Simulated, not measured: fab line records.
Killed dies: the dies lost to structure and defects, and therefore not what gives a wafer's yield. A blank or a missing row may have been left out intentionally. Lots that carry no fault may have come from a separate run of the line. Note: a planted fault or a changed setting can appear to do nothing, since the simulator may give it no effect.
A struck lot beside a sound one	flow berkeleyCmos170	16 out of 331 route steps
Sound: these wafers, L375.1, L375.3, L375.5. Wafers L385.1, L385.2, L385.6 were the ones struck. The cause is given at the end.
For every step that has rows: the tool of each side, followed by ch and its chambers, followed by its first start. Under that, the readings that differ: sound wafers	struck wafers	difference of the means	sigmas: that difference in standard deviations of wafers without a fault.
alike: same words and numbers on both sides, and readings whose means sit less than 2 such deviations apart. not compared: any withheld reading, any reading some wafer has no value for, any bound like >300 that may hide the same value, and any number with overlapping values for which the record gives no deviation.
Wherever a step has rows on one side only, a row that says differs or no value, or a row with sigmas, the two part there. Numbers that don't overlap but have no deviation are shown without sigmas and don't part them. A reading missing from all wafers of one side parts the sides only when that side holds two or more wafers.

first, 1 step without rows for these wafers: UCB170_START_OXIDATION_02 (target thk 20 nm, ox time 1800 s).
UCB170_START_THK_MEAS_03:
  sound on filmMetro-02, day 1 14:21; struck on filmMetro-01, day 3 15:17
  alike: START_OXIDE_THK
then, 7 steps without rows for these wafers: UCB170_START_ANNEAL_04 (time 1200 s); UCB170_ZERO_HMDS_00 (prime time 60 s); UCB170_ZERO_COAT_01 (resist thk 900 nm); UCB170_ZERO_SOFTBAKE_02 (time 60 s); UCB170_ZERO_EXPOSE_03 (exposes mask PM MARKS, target cd 4000 nm); UCB170_ZERO_PEB_04; UCB170_ZERO_DEVELOP_05 (develop time 45 s).
UCB170_ZERO_ETCH_06: etches SiO2 in CHF3/CF4/Ar, time 12 s.
  sound on rieDiel-02 ch 1,2, day 1 19:48; struck on rieDiel-03 ch 0,3, day 3 19:16
reading	sound	struck	difference	sigmas
drypumpMotorCurrentA (A)	5.4 5.5 5.5	6.7 5.7 6.6	+0.9	+2
  alike: chamberPressureMTorr, oesProductAu, throttleValvePct
  not compared: rfHoursCounterH
UCB170_ZERO_STRIP_07: strips in O2.
  sound on plasmaAsher-04 ch 0,1, day 1 19:50; struck on plasmaAsher-01 ch 0,1, day 3 19:17
  alike: chamberPressureMTorr, drypumpMotorCurrentA, oesProductAu, stripTimeToEndpointS
  not compared: rfHoursCounterH
then, 1 step without rows for these wafers: UCB170_NWELL_WET_ETCH_00 (etches SiO2 in dHF, time 200 s).
UCB170_NWELL_OXIDATION_01: target thk 26.4 nm, ox time 1260 s.
  sound on furnace-04 ch 0, day 1 22:57; struck on furnace-03 ch 0, day 3 21:49
reading	sound	struck	difference	sigmas
spikeTcCentreC (C)	1004.8 1005.1 1004.3	1054.8 1057.4 1058.4	+52.1	+40
spikeTcLoadC (C)	1018.0 1017.6 1018.5	1076.9 1078.8 1079.3	+60.3	+21
spikeTcSourceC (C)	1030 1030 1029	1079 1078 1080	+49	+15
tubeCenterTempC (C)	999.87 999.87 1000	1054.3 1054.2 1054.2	+54.3	+99 or more
tube_center_temp_C_max	1002.5 1002.1 1002.5	1056.3 1057.2 1056.7	+54.4	+99 or more
zonePowerCentrePct (%)	46.3 46.5 46.6	52.0 52.7 51.9	+5.7	+4
zonePowerLoadPct (%)	37.6 37.6 37.4	44.0 43.6 44.1	+6.4	+3
model.SiO2_of_NWELL_OXIDATION_01.thkNm (nm)	26.56 26.33 26.42	41.74 41.59 41.73	+15.25	
UCB170_NWELL_THK_MEAS_02:
  sound on filmMetro-01, day 2 00:18; struck on filmMetro-03, day 3 23:10
reading	sound	struck	difference	sigmas
NWELL_OXIDE_THK (nm)	26.5 26.4 26.4	41.7 41.6 41.8	+15.3	+31
then, 1 step without rows for these wafers: UCB170_NWELL_ANNEAL_03 (time 900 s).
-- the record jumps here: 6 days lie between the struck wafers' starts before and after (it left off in module NWELL and takes up again in module M3, whose first step shown is number 331 of the route) --
UCB170_M3_PROBE_99:
  rows exist in the record for the struck wafers here (prober-01, day 9 11:48), but not for the sound ones

## WHERE THEY PART
First at UCB170_ZERO_ETCH_06; last, within this record, at UCB170_M3_PROBE_99.

WHY: what had been put in by the simulator
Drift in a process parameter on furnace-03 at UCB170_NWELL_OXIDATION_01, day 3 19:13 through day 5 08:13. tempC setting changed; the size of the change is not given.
